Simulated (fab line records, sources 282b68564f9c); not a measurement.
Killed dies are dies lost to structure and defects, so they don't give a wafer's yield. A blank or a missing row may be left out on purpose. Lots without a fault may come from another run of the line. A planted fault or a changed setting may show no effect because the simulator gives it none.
Which tool did it? | flow rit_cmos | 13 lots, 39 wafers sampled, at 6 steps of a route of 202

WHAT THE GAUGES READ, wafer by wafer
RIT_PRETRO_OVL_MEAS_06. Usual: PRETRO_OVL 0.0 nm, standard deviation 1.1.
lot  | measured    | on         | PRETRO_OVL (nm) | flag
L852 | day 2 13:42 | overlay-02 | -0.7 -0.3 1.3   |
L851 | day 2 14:25 | overlay-01 | 1.3 1.1 1.8     |
L853 | day 2 19:17 | overlay-01 | -0.3 -1.5 0.2   |
L855 | day 3 05:59 | overlay-02 | -1.4 -2.6 0.0   |
L856 | day 3 09:49 | overlay-01 | -0.8 -1.9 -1.3  |
L860 | day 4 11:02 | overlay-02 | -0.4 -0.1 1.3   |
L862 | day 4 16:22 | overlay-02 | 0.0 -0.3 1.0    |
L863 | day 4 23:34 | overlay-01 | -0.6 -0.6 -0.7  |
L865 | day 5 14:57 | overlay-01 | -1.5 0.5 -1.0   |
L867 | day 5 19:59 | overlay-02 | 0.2 -0.4 -1.3   |
L869 | day 6 07:00 | overlay-02 | 1.0 -0.1 0.0    |
L871 | day 6 16:24 | overlay-02 | -0.8 -0.2 -2.0  |
L873 | day 6 22:24 | overlay-02 | 0.9 -0.2 -0.1   |

RIT_NSD_OVL_MEAS_06. Usual: NSD_OVL -0.5 nm, standard deviation 1.2.
lot  | measured    | on         | NSD_OVL (nm)   | flag
L852 | day 3 11:35 | overlay-02 | -1.9 -2.1 0.2  |
L851 | day 3 09:54 | overlay-02 | -1.5 -0.8 -0.1 |
L853 | day 3 15:43 | overlay-02 | -1.3 -0.2 0.5  |
L855 | day 4 03:26 | overlay-01 | -0.7 0.6 -0.7  |
L856 | day 4 03:58 | overlay-02 | -0.8 -1.9 -0.3 |
L860 | day 5 07:08 | overlay-02 | -0.7 -2.1 -2.6 |
L862 | day 5 10:23 | overlay-02 | -0.5 -3.2 -3.8 |
L863 | day 5 21:59 | overlay-01 | 0.4 1.0 0.7    |
L865 | day 6 13:22 | overlay-02 | 0.1 -0.3 0.4   |
L867 | day 6 16:47 | overlay-02 | 0.4 1.7 -0.7   |
L869 | day 7 01:26 | overlay-02 | -0.6 -2.5 -3.1 |
L871 | day 7 09:20 | overlay-02 | 0.6 0.5 1.2    |
L873 | day 7 16:35 | overlay-01 | -0.9 -0.4 -1.8 |

RIT_SILICIDE_RS_MEAS_02: measures by four-point-probe. Usual: SILICIDE_TI_RS 47.7 ohm/sq, standard deviation 0.67.
lot  | measured    | on            | SILICIDE_TI_RS (ohm/sq) | flag
L852 | day 3 14:38 | film_metro-03 | 47.0 48.1 47.9          |
L851 | day 3 13:05 | film_metro-02 | 48.0 48.3 48.2          |
L853 | day 3 19:19 | film_metro-03 | 48.9 48.0 48.0          |
L855 | day 4 06:39 | film_metro-03 | 46.9 47.8 48.1          |
L856 | day 4 07:04 | film_metro-04 | 49.3 48.0 48.2          |
L860 | day 5 10:14 | film_metro-03 | 40.9 41.3 41.2          | OFF
L862 | day 5 13:35 | film_metro-03 | 40.8 40.3 40.6          | OFF
L863 | day 6 01:10 | film_metro-04 | 47.5 47.3 47.0          |
L865 | day 6 16:55 | film_metro-03 | 46.5 46.9 47.5          |
L867 | day 6 19:50 | film_metro-03 | 48.0 48.2 48.4          |
L869 | day 7 04:38 | film_metro-03 | 47.6 48.0 47.6          |
L871 | day 7 12:47 | film_metro-04 | 47.1 47.3 47.1          |
L873 | day 7 19:41 | film_metro-03 | 49.2 47.7 48.6          |

RIT_SILICIDE_THK_MEAS_03: measures by xrf. Usual: SILICIDE_TI_THK 30.0 nm, standard deviation 0.35.
lot  | measured    | on            | SILICIDE_TI_THK (nm) | flag
L852 | day 3 14:46 | film_metro-03 | 30.5 29.9 29.9       |
L851 | day 3 13:12 | film_metro-02 | 29.6 29.4 29.8       |
L853 | day 3 19:25 | film_metro-03 | 29.3 29.9 29.8       |
L855 | day 4 06:46 | film_metro-03 | 30.6 30.2 30.0       |
L856 | day 4 07:11 | film_metro-04 | 29.2 29.8 29.6       |
L860 | day 5 10:19 | film_metro-03 | 34.0 33.8 33.8       | OFF
L862 | day 5 13:43 | film_metro-03 | 33.9 34.4 34.2       | OFF
L863 | day 6 01:17 | film_metro-04 | 30.1 30.2 30.3       |
L865 | day 6 17:02 | film_metro-03 | 30.5 30.2 30.1       |
L867 | day 6 19:58 | film_metro-03 | 29.7 29.7 29.7       |
L869 | day 7 04:44 | film_metro-03 | 30.2 29.9 30.1       |
L871 | day 7 12:54 | film_metro-04 | 30.0 30.0 30.0       |
L873 | day 7 19:48 | film_metro-03 | 29.4 30.1 29.5       |

RIT_CONTACT_OVL_MEAS_09. Usual: CONTACT_OVL -0.3 nm, standard deviation 1.4.
lot  | measured    | on         | CONTACT_OVL (nm) | flag
L852 | day 3 16:11 | overlay-01 | 1.3 -1.2 -1.9    |
L851 | day 3 14:38 | overlay-01 | -1.2 -2.8 -1.0   |
L853 | day 3 20:50 | overlay-01 | -0.9 -0.5 -0.1   |
L855 | day 4 08:13 | overlay-01 | -1.3 -1.0 0.7    |
L856 | day 4 08:37 | overlay-01 | -1.9 0.9 1.8     |
L860 | day 5 11:45 | overlay-01 | -1.0 0.7 0.6     |
L862 | day 5 15:24 | overlay-01 | 0.3 -2.0 0.3     |
L863 | day 6 02:50 | overlay-02 | 0.9 -0.1 0.7     |
L865 | day 6 18:28 | overlay-02 | 0.0 -0.1 -1.5    |
L867 | day 6 21:33 | overlay-01 | 1.3 -0.7 -2.6    |
L869 | day 7 06:14 | overlay-01 | -2.2 -1.9 -0.3   |
L871 | day 7 14:24 | overlay-02 | 0.8 -0.2 -0.3    |
L873 | day 7 21:28 | overlay-01 | -1.1 2.0 -0.4    |

WHICH TOOL RAN EACH LOT (tool, then ch and the chambers of the sampled wafers, then the start)
lot  | RIT_SILICIDE_SPUTTER_01
L852 | pvd_sputter-01, day 3 14:29
L851 | pvd_sputter-04, day 3 12:56
L853 | pvd_sputter-04, day 3 19:07
L855 | pvd_sputter-04, day 4 06:30
L856 | pvd_sputter-01, day 4 06:55
L860 | pvd_sputter-04, day 5 10:01
L862 | pvd_sputter-04, day 5 13:26
L863 | pvd_sputter-01, day 6 01:01
L865 | pvd_sputter-01, day 6 16:46
L867 | pvd_sputter-03, day 6 19:41
L869 | pvd_sputter-03, day 7 04:28
L871 | pvd_sputter-01, day 7 12:38
L873 | pvd_sputter-03, day 7 19:32
- RIT_SILICIDE_SPUTTER_01: material Ti, target thk 30 nm, time 240 s.

WHAT THE TOOLS THEMSELVES READ (means of the sampled wafers that have a number; where no wafer has one, the mark that the record gives instead)
RIT_SILICIDE_SPUTTER_01. Usual: throttle_valve_pct 29.9 %, standard deviation 1.1.
lot  | tool           | throttle_valve_pct (%) | flag
L852 | pvd_sputter-01 | 30.4                   |
L851 | pvd_sputter-04 | 28.7                   |
L853 | pvd_sputter-04 | 29.7                   |
L855 | pvd_sputter-04 | 29.4                   |
L856 | pvd_sputter-01 | 30.4                   |
L860 | pvd_sputter-04 | 28.7                   |
L862 | pvd_sputter-04 | 29.9                   |
L863 | pvd_sputter-01 | 29.7                   |
L865 | pvd_sputter-01 | 30.4                   |
L867 | pvd_sputter-03 | 30.0                   |
L869 | pvd_sputter-03 | 29.5                   |
L871 | pvd_sputter-01 | 30.4                   |
L873 | pvd_sputter-03 | 30.6                   |

THE ANSWER, worked out from the rows above alone
Rule: a lot is off if the mean of its wafers that have a number lies more than 3 standard deviations from the usual mean. A lot without any number at a reading at which 4 lots or more have one is off too. The other lots that the step has rows for count as sound. The gauges are gone through in route order, then the tools' own readings, and for those a lot's mean is taken as printed above. The first step at which some lot is off is used, and at that step the reading that is off furthest; a lot without a number counts as furthest.
Off: L860, L862, at RIT_SILICIDE_RS_MEAS_02 (SILICIDE_TI_RS).
A tool fits if, at a process step before that reading, it ran every lot that is off, and no sound lot after the first of them. The gauges at RIT_SILICIDE_RS_MEAS_02 are tried like those tools. One fits: pvd_sputter-04 at RIT_SILICIDE_SPUTTER_01. Its last sound lot is L855 (day 4 06:30), its first lot that is off L860 (day 5 10:01): a fault that began between those two fits.

WHAT THE SIMULATOR HAD PUT IN
Process parameter drift: pvd_sputter-04, from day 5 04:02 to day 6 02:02, at RIT_SILICIDE_SPUTTER_01. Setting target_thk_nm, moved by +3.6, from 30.
Lots struck among those shown: L860, L862. The rule above found the same.
